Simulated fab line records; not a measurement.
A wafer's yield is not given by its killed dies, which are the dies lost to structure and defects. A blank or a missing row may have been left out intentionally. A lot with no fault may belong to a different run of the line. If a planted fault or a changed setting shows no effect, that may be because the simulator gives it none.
Which tool did it? ; flow berkeleyCmos170 ; Sampling: 14 lots, 42 wafers, 5 of 331 route steps

WHAT THE GAUGES SHOWED, per wafer
UCB170_WELLDRIVE_THK_MEAS_02. Usual: WELLDRIVE_OXIDE_THK gives 199 nm (standard deviation 3.4).
lot;measured;on;WELLDRIVE_OXIDE_THK (nm);flag
L677;day 3 20:03;filmMetro-04;198 200 196;
L678;day 4 01:41;filmMetro-02;202 205 202;
L679;day 4 01:42;filmMetro-03;201 202 200;
L682;day 4 22:41;filmMetro-02;196 198 199;
L681;day 4 22:43;filmMetro-02;196 195 199;
L685;day 5 04:16;filmMetro-03;200 196 199;
L686;day 5 13:14;filmMetro-04;200 198 199;
L689;day 5 21:03;filmMetro-03;204 202 201;
L690;day 6 05:38;filmMetro-02;204 205 205;
L693;day 6 21:02;filmMetro-04;201 201 197;
L691;day 6 21:02;filmMetro-03;199 197 198;
L696;day 7 11:42;filmMetro-03;205 204 204;
L697;day 7 15:07;filmMetro-04;196 197 199;
L699;day 8 04:40;filmMetro-04;197 196 196;

UCB170_GATE_CD_MEAS_12 targets a cd of 350 nm. Usual: cdNm at 350.2 nm, with a standard deviation of 1.3.
lot;measured;on;cdNm (nm);flag
L677;day 5 22:16;cdSem-01;351.0 349.9 350.9;
L678;day 6 10:50;cdSem-01;349.7 350.8 350.2;
L679;day 6 10:46;cdSem-02;349.8 349.7 349.3;
L682;day 7 06:28;cdSem-01;357.5 356.5 358.2;OFF
L681;day 7 05:58;cdSem-02;352.1 350.9 350.4;
L685;day 7 05:46;cdSem-01;352.4 352.8 351.9;
L686;day 7 19:30;cdSem-02;355.6 356.0 356.3;OFF
L689;day 8 01:24;cdSem-02;351.8 350.4 350.4;
L690;day 8 16:04;cdSem-01;349.2 348.5 349.2;
L693;day 9 03:50;cdSem-01;349.1 349.2 350.7;
L691;day 9 04:13;cdSem-01;348.1 348.7 349.1;
L696;day 9 17:31;cdSem-01;351.0 350.3 352.0;
L697;day 10 07:43;cdSem-01;350.4 349.8 349.8;
L699;day 10 12:50;cdSem-02;351.2 351.4 351.9;

UCB170_CONTACT_OVL_MEAS_16. Usual: CONTACT_OVL gives 1 nm (standard deviation 5.6).
lot;measured;on;CONTACT_OVL (nm);flag
L677;day 7 02:33;overlay-02;3 5 1;
L678;day 7 10:31;overlay-01;-3 -6 -8;
L679;day 7 14:35;overlay-01;1 0 2;
L682;day 8 06:23;overlay-02;-5 -9 -4;
L681;day 8 04:34;overlay-01;9 -1 2;
L685;day 8 04:29;overlay-02;8 6 2;
L686;day 8 15:40;overlay-02;6 7 -2;
L689;day 8 22:18;overlay-02;5 -10 -1;
L690;day 9 16:30;overlay-02;-6 -11 -1;
L693;day 10 01:07;overlay-02;2 4 1;
L691;day 10 01:14;overlay-02;-3 -2 1;
L696;day 10 10:07;overlay-02;2 -4 0;
L697;day 11 03:13;overlay-01;3 5 0;
L699;day 11 07:10;overlay-01;6 1 3;

EACH LOT AND THE TOOL THAT RAN IT (in order: tool; ch and the chambers of the sampled wafers; start)
lot;UCB170_GATE_COAT_07;UCB170_SILICIDE_RTA_04
L677;lithoTrack-03 ch 0, day 5 20:00;rtpAnneal-01 ch 0, day 6 19:50
L678;lithoTrack-04 ch 0, day 6 09:00;rtpAnneal-01 ch 0, day 7 05:06
L679;lithoTrack-01 ch 0, day 6 09:00;rtpAnneal-02 ch 0, day 7 05:25
L682;lithoTrack-03 ch 0, day 7 05:00;rtpAnneal-01 ch 0, day 8 00:44
L681;lithoTrack-03 ch 0, day 7 04:00;rtpAnneal-02 ch 0, day 7 23:30
L685;lithoTrack-01 ch 0, day 7 04:00;rtpAnneal-02 ch 0, day 7 23:11
L686;lithoTrack-03 ch 0, day 7 18:00;rtpAnneal-01 ch 0, day 8 10:43
L689;lithoTrack-01 ch 0, day 8 00:00;rtpAnneal-02 ch 0, day 8 18:02
L690;lithoTrack-04 ch 0, day 8 14:00;rtpAnneal-01 ch 0, day 9 11:13
L693;lithoTrack-01 ch 0, day 9 02:00;rtpAnneal-01 ch 0, day 9 17:49
L691;lithoTrack-04 ch 0, day 9 02:00;rtpAnneal-01 ch 0, day 9 18:10
L696;lithoTrack-04 ch 0, day 9 16:00;rtpAnneal-01 ch 0, day 10 06:03
L697;lithoTrack-01 ch 0, day 10 06:00;rtpAnneal-01 ch 0, day 10 23:11
L699;lithoTrack-04 ch 0, day 10 10:00;rtpAnneal-02 ch 0, day 11 02:37
- UCB170_GATE_COAT_07: resist thk 900 nm.
- UCB170_SILICIDE_RTA_04: time 15 s.

WHAT THE TOOLS THEMSELVES READ (means of the sampled wafers that have a number; where no wafer has one, the mark that the record gives instead)
UCB170_SILICIDE_RTA_04. Usual: lampPowerPct 10.5 %, standard deviation 0.72; wafer_temp_C_max 652.9, standard deviation 0.64.
lot;tool;lampPowerPct (%);wafer_temp_C_max;flag
L677;rtpAnneal-01;11.1;652.8;
L678;rtpAnneal-01;11.1;653.6;
L679;rtpAnneal-02;9.6;652.7;
L682;rtpAnneal-01;11.1;652.6;
L681;rtpAnneal-02;9.6;653.1;
L685;rtpAnneal-02;9.6;652.5;
L686;rtpAnneal-01;11.1;652.9;
L689;rtpAnneal-02;9.6;651.8;
L690;rtpAnneal-01;11.1;653.0;
L693;rtpAnneal-01;11.1;653.1;
L691;rtpAnneal-01;11.1;653.3;
L696;rtpAnneal-01;11.1;653.1;
L697;rtpAnneal-01;11.1;653.2;
L699;rtpAnneal-02;9.6;652.9;

THE ANSWER, worked out from the rows above alone
Rule: a lot counts as off when the mean over its wafers that have a number is more than 3 standard deviations away from the usual mean. A lot without any number at a reading at which 4 lots or more have one is off too. The other lots that the step has rows for count as sound. The gauges are gone through in route order, then the tools' own readings, and for those a lot's mean is taken as printed above. The first step at which some lot is off is used, and at that step the reading that is off furthest; a lot without a number counts as furthest.
Off: L682, L686 (UCB170_GATE_CD_MEAS_12, cdNm).
A tool fits if, at a process step before that reading, it ran every lot that is off, and no sound lot after the first of them. Those tools and the gauges at UCB170_GATE_CD_MEAS_12 are tried in the same way. One fits: UCB170_GATE_COAT_07 on lithoTrack-03. A fault onset in the window from L681 (day 7 04:00, its last sound lot) to L682 (day 7 05:00, its first lot off) fits.

WHAT THE SIMULATOR HAD INSERTED
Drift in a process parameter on lithoTrack-03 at UCB170_GATE_COAT_07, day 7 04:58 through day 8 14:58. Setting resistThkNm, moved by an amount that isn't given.
Lots struck among those shown: L682, L686. The rule above reached the same finding.
